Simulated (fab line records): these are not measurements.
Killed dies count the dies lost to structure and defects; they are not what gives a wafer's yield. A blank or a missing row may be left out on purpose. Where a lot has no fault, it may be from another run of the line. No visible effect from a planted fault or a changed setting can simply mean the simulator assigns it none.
Which tool is to blame?    flow rit-cmos    Sampling: 14 lots, 42 wafers, 3 of 202 route steps

WHAT THE GAUGES READ, wafer by wafer
RIT_SILICIDE_THK_MEAS_03: measures by xrf. Usual: SILICIDE_TI_THK gives 30.3 nm (standard deviation 0.36).
lot   measured     on             SILICIDE_TI_THK (nm)  flag
L664  day 3 06:49  film-metro-04  30.4 30.4 30.0        
L665  day 3 11:20  film-metro-01  30.8 30.9 30.7        
L667  day 3 22:45  film-metro-02  30.5 30.2 30.7        
L668  day 4 06:16  film-metro-04  30.4 29.8 30.3        
L669  day 4 08:40  film-metro-02  30.3 29.6 30.0        
L670  day 4 14:38  film-metro-01  30.4 30.2 30.5        
L672  day 4 20:50  film-metro-02  29.9 30.6 30.2        
L674  day 5 11:23  film-metro-02  30.5 30.4 30.3        
L679  day 6 13:26  film-metro-01  30.0 29.7 29.9        
L678  day 6 14:38  film-metro-01  30.1 30.1 30.3        
L681  day 7 04:37  film-metro-04  30.1 29.8 29.8        
L680  day 7 06:34  film-metro-02  30.1 30.0 30.1        
L685  day 8 10:20  film-metro-02  30.4 30.2 29.9        
L687  day 8 16:11  film-metro-02  29.9 30.1 30.1        

TOOL THAT RAN EACH LOT (tool first, then ch and the chambers of the sampled wafers, then the start)
lot   RIT_GATE_STRIP_20                    RIT_SPACER_ETCHBACK_05
L664  plasma-asher-02 ch 0,1, day 2 16:32  rie-diel-02 ch 0,1,2, day 3 02:30
L665  plasma-asher-03 ch 0,1, day 2 20:38  rie-diel-02 ch 2,3, day 3 06:52
L667  plasma-asher-02 ch 0,1, day 3 09:43  rie-diel-03 ch 0,1,3, day 3 18:34
L668  plasma-asher-04 ch 0,1, day 3 15:34  rie-diel-03 ch 0,1,2, day 4 01:44
L669  plasma-asher-02 ch 0,1, day 3 17:52  rie-diel-03 ch 0,1,2, day 4 04:22
L670  plasma-asher-03 ch 0,1, day 3 23:37  rie-diel-02 ch 0,2,3, day 4 10:10
L672  plasma-asher-02 ch 0,1, day 4 06:25  rie-diel-02 ch 0,2,3, day 4 16:02
L674  plasma-asher-04 ch 0,1, day 4 20:56  rie-diel-02 ch 0,2,3, day 5 07:11
L679  plasma-asher-03 ch 0,1, day 5 19:42  rie-diel-02 ch 0,2,3, day 6 09:08
L678  plasma-asher-04 ch 0,1, day 5 19:59  rie-diel-04 ch 0,1,2, day 6 10:14
L681  plasma-asher-02 ch 0, day 6 13:07    rie-diel-02 ch 0,2,3, day 7 00:10
L680  plasma-asher-04 ch 0,1, day 6 13:21  rie-diel-04 ch 1,2, day 7 02:23
L685  plasma-asher-03 ch 0,1, day 7 19:38  rie-diel-04 ch 0,1,3, day 8 06:01
L687  plasma-asher-04 ch 1, day 7 22:52    rie-diel-02 ch 1,3, day 8 11:40
- RIT_GATE_STRIP_20: strips in O2, time 180 s.
- RIT_SPACER_ETCHBACK_05: etches Si3N4 in SF6/CHF3, stops on SiO2, target depth 250 nm, time 240 s.

AS READ BY THE TOOLS THEMSELVES (means over the sampled wafers that have a number; for cases with no such wafer, the mark the record gives instead)
RIT_GATE_STRIP_20. Usual: drypump-motor-current-A 5.8 A, standard deviation 0.42; o2-flow-sccm 3998 sccm, standard deviation 11.
lot   tool             drypump-motor-current-A (A)  o2-flow-sccm (sccm)  flag
L664  plasma-asher-02  6.1                          3991                 
L665  plasma-asher-03  5.4                          3994                 
L667  plasma-asher-02  6.3                          3999                 
L668  plasma-asher-04  5.7                          4005                 
L669  plasma-asher-02  6.3                          3993                 
L670  plasma-asher-03  5.4                          3997                 
L672  plasma-asher-02  6.3                          4004                 
L674  plasma-asher-04  5.7                          4004                 
L679  plasma-asher-03  5.4                          4001                 
L678  plasma-asher-04  5.7                          4002                 
L681  plasma-asher-02  6.5                          4000                 
L680  plasma-asher-04  5.5                          3987                 
L685  plasma-asher-03  5.6                          3998                 
L687  plasma-asher-04  5.9                          3997                 

RIT_SPACER_ETCHBACK_05. Usual: CHF3_flow_sccm 30.00 sccm, standard deviation 0.086; drypump-motor-current-A 5.6 A, standard deviation 0.42; oes-product-au 0.850 a.u., standard deviation 0.017; throttle-valve-pct 10.28 %, standard deviation 0.16.
lot   tool         CHF3_flow_sccm (sccm)  drypump-motor-current-A (A)  oes-product-au (a.u.)  throttle-valve-pct (%)  flag
L664  rie-diel-02  29.98                  5.6                          0.853                  10.26                   
L665  rie-diel-02  29.97                  5.6                          0.853                  10.48                   
L667  rie-diel-03  30.03                  5.6                          0.847                  10.15                   
L668  rie-diel-03  30.03                  5.6                          0.840                  10.22                   
L669  rie-diel-03  29.95                  5.6                          0.836                  10.21                   
L670  rie-diel-02  30.08                  5.4                          0.871                  10.35                   
L672  rie-diel-02  30.01                  5.4                          0.853                  10.36                   
L674  rie-diel-02  29.95                  5.4                          0.847                  10.35                   
L679  rie-diel-02  30.01                  5.3                          0.850                  10.35                   
L678  rie-diel-04  29.96                  5.7                          0.846                  10.39                   
L681  rie-diel-02  29.97                  5.4                          0.856                  10.35                   
L680  rie-diel-04  30.00                  5.9                          0.860                  10.43                   
L685  rie-diel-04  30.01                  5.6                          0.862                  10.41                   
L687  rie-diel-02  29.97                  5.9                          0.840                  10.42                   

THE ANSWER, worked out from the rows above alone
Rule: lot off if the mean of its wafers having a number is beyond 3 standard deviations from the usual mean. A lot without any number at a reading at which 4 lots or more have one is off too. Where the step has rows for the other lots, those lots are counted as sound. Order of review: gauges by route order, followed by the tools' own readings, for which a lot's mean as printed above is used. At the first step where some lot is off, the reading lying furthest off is the one used; lots without a number count as furthest.
No lot is off on any of the readings shown, so nothing can be concluded from this.

WHAT THE SIMULATOR HAD INSERTED
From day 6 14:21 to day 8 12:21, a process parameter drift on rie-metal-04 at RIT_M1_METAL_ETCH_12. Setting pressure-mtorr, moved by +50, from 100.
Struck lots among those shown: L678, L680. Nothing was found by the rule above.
